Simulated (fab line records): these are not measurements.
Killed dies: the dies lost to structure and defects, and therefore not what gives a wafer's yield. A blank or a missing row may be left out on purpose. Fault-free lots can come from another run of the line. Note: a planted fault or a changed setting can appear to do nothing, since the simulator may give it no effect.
Which tool did it? / flow rit_cmos / 15 lots with 45 wafers sampled at 2 steps, on a route of 202 steps

WHAT EACH GAUGE READ, for each wafer
RIT_M1_CD_MEAS_90 targets a cd of 2600 nm. Usual: 2599.9 nm for cd_nm, sd 2.4.
lot=L607; measured=day 3 22:39; on=cd_sem-01; cd_nm (nm)=2600.3 2600.9 2601.7; flag=
lot=L608; measured=day 4 03:42; on=cd_sem-02; cd_nm (nm)=2597.3 2597.2 2597.1; flag=
lot=L609; measured=day 4 10:37; on=cd_sem-02; cd_nm (nm)=2598.0 2600.3 2597.8; flag=
lot=L611; measured=day 4 19:23; on=cd_sem-01; cd_nm (nm)=2601.5 2601.1 2600.2; flag=
lot=L612; measured=day 4 23:14; on=cd_sem-02; cd_nm (nm)=2597.8 2598.5 2598.8; flag=
lot=L613; measured=day 5 06:30; on=cd_sem-02; cd_nm (nm)=2602.8 2604.4 2603.8; flag=
lot=L614; measured=day 5 07:19; on=cd_sem-02; cd_nm (nm)=- - -; flag=OFF
lot=L615; measured=day 5 11:42; on=cd_sem-01; cd_nm (nm)=- - -; flag=OFF
lot=L616; measured=day 5 15:58; on=cd_sem-02; cd_nm (nm)=- - -; flag=OFF
lot=L618; measured=day 6 01:03; on=cd_sem-01; cd_nm (nm)=2601.4 2599.3 2599.2; flag=
lot=L624; measured=day 7 07:19; on=cd_sem-02; cd_nm (nm)=2605.3 2603.1 2600.8; flag=
lot=L625; measured=day 7 08:43; on=cd_sem-02; cd_nm (nm)=2599.7 2597.9 2599.9; flag=
lot=L626; measured=day 7 15:45; on=cd_sem-02; cd_nm (nm)=2598.3 2597.9 2597.0; flag=
lot=L628; measured=day 8 05:27; on=cd_sem-01; cd_nm (nm)=2598.6 2601.9 2598.3; flag=
lot=L629; measured=day 8 12:38; on=cd_sem-01; cd_nm (nm)=2597.9 2598.6 2599.4; flag=

WHAT TOOL EACH LOT RAN ON (gives the tool, then ch and the chambers of the sampled wafers, and finally the start)
lot=L607; RIT_M1_METAL_ETCH_12=rie_metal-04 ch 0,1, day 3 22:08
lot=L608; RIT_M1_METAL_ETCH_12=rie_metal-03 ch 0,1, day 4 03:11
lot=L609; RIT_M1_METAL_ETCH_12=rie_metal-02 ch 0, day 4 10:01
lot=L611; RIT_M1_METAL_ETCH_12=rie_metal-03 ch 0,1, day 4 18:52
lot=L612; RIT_M1_METAL_ETCH_12=rie_metal-02 ch 0,1, day 4 22:43
lot=L613; RIT_M1_METAL_ETCH_12=rie_metal-04 ch 0,1, day 5 06:00
lot=L614; RIT_M1_METAL_ETCH_12=rie_metal-03 ch 0,1, day 5 06:49
lot=L615; RIT_M1_METAL_ETCH_12=rie_metal-02 ch 0,1, day 5 11:11
lot=L616; RIT_M1_METAL_ETCH_12=rie_metal-04 ch 0,1, day 5 15:28
lot=L618; RIT_M1_METAL_ETCH_12=rie_metal-02 ch 0,1, day 6 00:33
lot=L624; RIT_M1_METAL_ETCH_12=rie_metal-03 ch 0,1, day 7 06:47
lot=L625; RIT_M1_METAL_ETCH_12=rie_metal-02 ch 0, day 7 08:11
lot=L626; RIT_M1_METAL_ETCH_12=rie_metal-04 ch 0,1, day 7 15:15
lot=L628; RIT_M1_METAL_ETCH_12=rie_metal-02 ch 0,1, day 8 04:57
lot=L629; RIT_M1_METAL_ETCH_12=rie_metal-04 ch 0,1, day 8 12:07
- RIT_M1_METAL_ETCH_12: etches Al in Cl2/BCl3, stops on SiO2, time 165 s, target depth 600 nm.

AS READ BY THE TOOLS THEMSELVES (means over the sampled wafers that have a number; for cases with no such wafer, the mark the record gives instead)
RIT_M1_METAL_ETCH_12. Usual: bcl3_flow_sccm 49.99 sccm, standard deviation 0.15; chamber_pressure_mTorr 100.01 mTorr, standard deviation 0.099; drypump_motor_current_A 5.3 A, standard deviation 0.47; mfc_cl2_sccm 60.03 sccm, standard deviation 0.18; oes_product_au 0.778 a.u., standard deviation 0.014; throttle_valve_pct 8.29 %, standard deviation 0.035.
lot=L607; tool=rie_metal-04; bcl3_flow_sccm (sccm)=49.90; chamber_pressure_mTorr (mTorr)=99.94; drypump_motor_current_A (A)=5.5; mfc_cl2_sccm (sccm)=59.99; oes_product_au (a.u.)=0.776; throttle_valve_pct (%)=8.33; flag=
lot=L608; tool=rie_metal-03; bcl3_flow_sccm (sccm)=50.14; chamber_pressure_mTorr (mTorr)=99.94; drypump_motor_current_A (A)=4.9; mfc_cl2_sccm (sccm)=59.98; oes_product_au (a.u.)=0.778; throttle_valve_pct (%)=8.31; flag=
lot=L609; tool=rie_metal-02; bcl3_flow_sccm (sccm)=50.06; chamber_pressure_mTorr (mTorr)=100.05; drypump_motor_current_A (A)=5.9; mfc_cl2_sccm (sccm)=60.14; oes_product_au (a.u.)=0.780; throttle_valve_pct (%)=8.24; flag=
lot=L611; tool=rie_metal-03; bcl3_flow_sccm (sccm)=50.05; chamber_pressure_mTorr (mTorr)=100.10; drypump_motor_current_A (A)=4.9; mfc_cl2_sccm (sccm)=60.27; oes_product_au (a.u.)=0.773; throttle_valve_pct (%)=8.30; flag=
lot=L612; tool=rie_metal-02; bcl3_flow_sccm (sccm)=49.84; chamber_pressure_mTorr (mTorr)=100.03; drypump_motor_current_A (A)=5.5; mfc_cl2_sccm (sccm)=59.97; oes_product_au (a.u.)=0.793; throttle_valve_pct (%)=8.26; flag=
lot=L613; tool=rie_metal-04; bcl3_flow_sccm (sccm)=50.03; chamber_pressure_mTorr (mTorr)=100.05; drypump_motor_current_A (A)=5.7; mfc_cl2_sccm (sccm)=60.00; oes_product_au (a.u.)=0.776; throttle_valve_pct (%)=8.31; flag=
lot=L614; tool=rie_metal-03; bcl3_flow_sccm (sccm)=-; chamber_pressure_mTorr (mTorr)=-; drypump_motor_current_A (A)=-; mfc_cl2_sccm (sccm)=-; oes_product_au (a.u.)=-; throttle_valve_pct (%)=-; flag=OFF
lot=L615; tool=rie_metal-02; bcl3_flow_sccm (sccm)=-; chamber_pressure_mTorr (mTorr)=-; drypump_motor_current_A (A)=-; mfc_cl2_sccm (sccm)=-; oes_product_au (a.u.)=-; throttle_valve_pct (%)=-; flag=OFF
lot=L616; tool=rie_metal-04; bcl3_flow_sccm (sccm)=-; chamber_pressure_mTorr (mTorr)=-; drypump_motor_current_A (A)=-; mfc_cl2_sccm (sccm)=-; oes_product_au (a.u.)=-; throttle_valve_pct (%)=-; flag=OFF
lot=L618; tool=rie_metal-02; bcl3_flow_sccm (sccm)=50.07; chamber_pressure_mTorr (mTorr)=100.02; drypump_motor_current_A (A)=5.6; mfc_cl2_sccm (sccm)=60.04; oes_product_au (a.u.)=0.778; throttle_valve_pct (%)=8.25; flag=
lot=L624; tool=rie_metal-03; bcl3_flow_sccm (sccm)=49.84; chamber_pressure_mTorr (mTorr)=100.05; drypump_motor_current_A (A)=4.9; mfc_cl2_sccm (sccm)=59.74; oes_product_au (a.u.)=0.777; throttle_valve_pct (%)=8.31; flag=
lot=L625; tool=rie_metal-02; bcl3_flow_sccm (sccm)=49.90; chamber_pressure_mTorr (mTorr)=99.98; drypump_motor_current_A (A)=5.9; mfc_cl2_sccm (sccm)=60.05; oes_product_au (a.u.)=0.775; throttle_valve_pct (%)=8.25; flag=
lot=L626; tool=rie_metal-04; bcl3_flow_sccm (sccm)=49.89; chamber_pressure_mTorr (mTorr)=100.03; drypump_motor_current_A (A)=5.7; mfc_cl2_sccm (sccm)=59.96; oes_product_au (a.u.)=0.783; throttle_valve_pct (%)=8.32; flag=
lot=L628; tool=rie_metal-02; bcl3_flow_sccm (sccm)=49.97; chamber_pressure_mTorr (mTorr)=100.03; drypump_motor_current_A (A)=5.2; mfc_cl2_sccm (sccm)=60.03; oes_product_au (a.u.)=0.787; throttle_valve_pct (%)=8.26; flag=
lot=L629; tool=rie_metal-04; bcl3_flow_sccm (sccm)=49.93; chamber_pressure_mTorr (mTorr)=100.01; drypump_motor_current_A (A)=5.5; mfc_cl2_sccm (sccm)=60.16; oes_product_au (a.u.)=0.782; throttle_valve_pct (%)=8.34; flag=

THE ANSWER, worked out from the rows above alone
Rule: a lot is off if the mean of its wafers that have a number lies more than 3 standard deviations from the usual mean. A lot without any number at a reading at which 4 lots or more have one is off too. All remaining lots with rows at the step are treated as sound. After the gauges, taken in route order, come the tools' own readings; for these a lot's mean is taken, as printed above. The first step at which some lot is off is used, and at that step the reading that is off furthest; a lot without a number counts as furthest.
Off at RIT_M1_CD_MEAS_90 (cd_nm): L614, L615, L616. Without a number there: L614, L615, L616.
If a tool, at a process step before that reading, ran all the lots that are off and no sound lot after the first of them, it fits. The gauges at RIT_M1_CD_MEAS_90 aren't tried: what is off there is off at RIT_M1_METAL_ETCH_12 too, on other tools, and a gauge's error can't cause that. None of those tried fits.

WHAT THE SIMULATOR PUT IN
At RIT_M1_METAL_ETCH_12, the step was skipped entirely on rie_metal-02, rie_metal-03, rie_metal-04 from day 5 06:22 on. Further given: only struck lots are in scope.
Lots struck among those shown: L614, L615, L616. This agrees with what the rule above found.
